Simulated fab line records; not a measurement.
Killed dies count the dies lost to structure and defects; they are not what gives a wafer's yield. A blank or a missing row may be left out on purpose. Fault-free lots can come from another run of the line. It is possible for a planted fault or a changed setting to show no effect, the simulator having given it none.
A lot that was struck, set against a sound lot | flow berkeleyCmos170 | 13 steps out of a route of 331
Sound: these wafers, L339.1, L339.5, L339.6. Wafers struck: L329.1, L329.3, L329.6. At the end, the cause is stated.
For every step that has rows: the tool of each side, followed by ch and its chambers, followed by its first start. Under that, the readings that differ: sound wafers | struck wafers | difference of the means | sigmas: that difference in standard deviations of wafers without a fault.
alike: readings with means less than 2 such deviations apart, plus words and numbers identical on both sides. not compared: withheld readings, readings lacking a value on some wafer, bounds such as >300 that could conceal the same value, and numbers that have no deviation in the record and whose values overlap.
Wherever a step has rows on one side only, a row that says differs or no value, or a row with sigmas, the two part there. Numbers that have no deviation but don't overlap get no sigmas and don't part them. A reading that every wafer of one side lacks parts them only if that side has two wafers or more.

UCB170_FIELD_THK_MEAS_02:
  struck on filmMetro-04, day 6 12:33; sound on filmMetro-03, day 8 18:03
reading              | sound       | struck      | difference | sigmas
FIELD_OXIDE_THK (nm) | 582 587 581 | 547 542 551 | -37        | -3
then, 4 steps without rows for these wafers: UCB170_FIELD_ANNEAL_03 (time 1200 s); UCB170_FIELD_WET_ETCH_04 (etches SiO2 in dHF, time 60 s); UCB170_FIELD_WET_ETCH_05 (etches Si3N4 in H3PO4, time 12600 s); UCB170_FIELD_WET_ETCH_06 (etches SiO2 in BOE, time 22 s).
UCB170_FIELD_THK_MEAS_90:
  struck on filmMetro-01, day 6 19:59; sound on filmMetro-04, day 9 00:55
reading                     | sound       | struck      | difference | sigmas
FIELD_OXIDE_LEFT_1_THK (nm) | 464 470 463 | 431 425 435 | -35        | -3
then, 2 steps without rows for these wafers: UCB170_SACOX_CLEAN_00 (cleans in dHF, time 7.5 s); UCB170_SACOX_OXIDATION_01 (target thk 14.4 nm, ox time 2400 s).
UCB170_SACOX_THK_MEAS_02:
  struck on filmMetro-03, day 6 23:34; sound on filmMetro-03, day 9 06:28
  alike: SACOX_OXIDE_THK
then, 2 steps without rows for these wafers: UCB170_SCREENOX_WET_ETCH_00 (etches SiO2 in dHF, time 200 s); UCB170_SCREENOX_OXIDATION_01 (target thk 14.4 nm, ox time 2400 s).
UCB170_SCREENOX_THK_MEAS_02:
  struck on filmMetro-04, day 7 04:04; sound on filmMetro-04, day 9 12:10
  alike: SCREENOX_OXIDE_THK
UCB170_SCREENOX_ANNEAL_03: time 900 s.
  sound on furnace-02 ch 0, day 9 15:31; struck on furnace-01, day 7 07:39
  no value came back on the struck wafers for spikeTcCentreC (C), spikeTcLoadC (C), zonePowerSourcePct (%); on the sound wafers spikeTcCentreC (C) reads 903.6 903.8 904.8

## WHERE THEY PART
Last at UCB170_SCREENOX_ANNEAL_03 as far as this record goes, first at UCB170_FIELD_THK_MEAS_02.

WHY: what had been put in by the simulator
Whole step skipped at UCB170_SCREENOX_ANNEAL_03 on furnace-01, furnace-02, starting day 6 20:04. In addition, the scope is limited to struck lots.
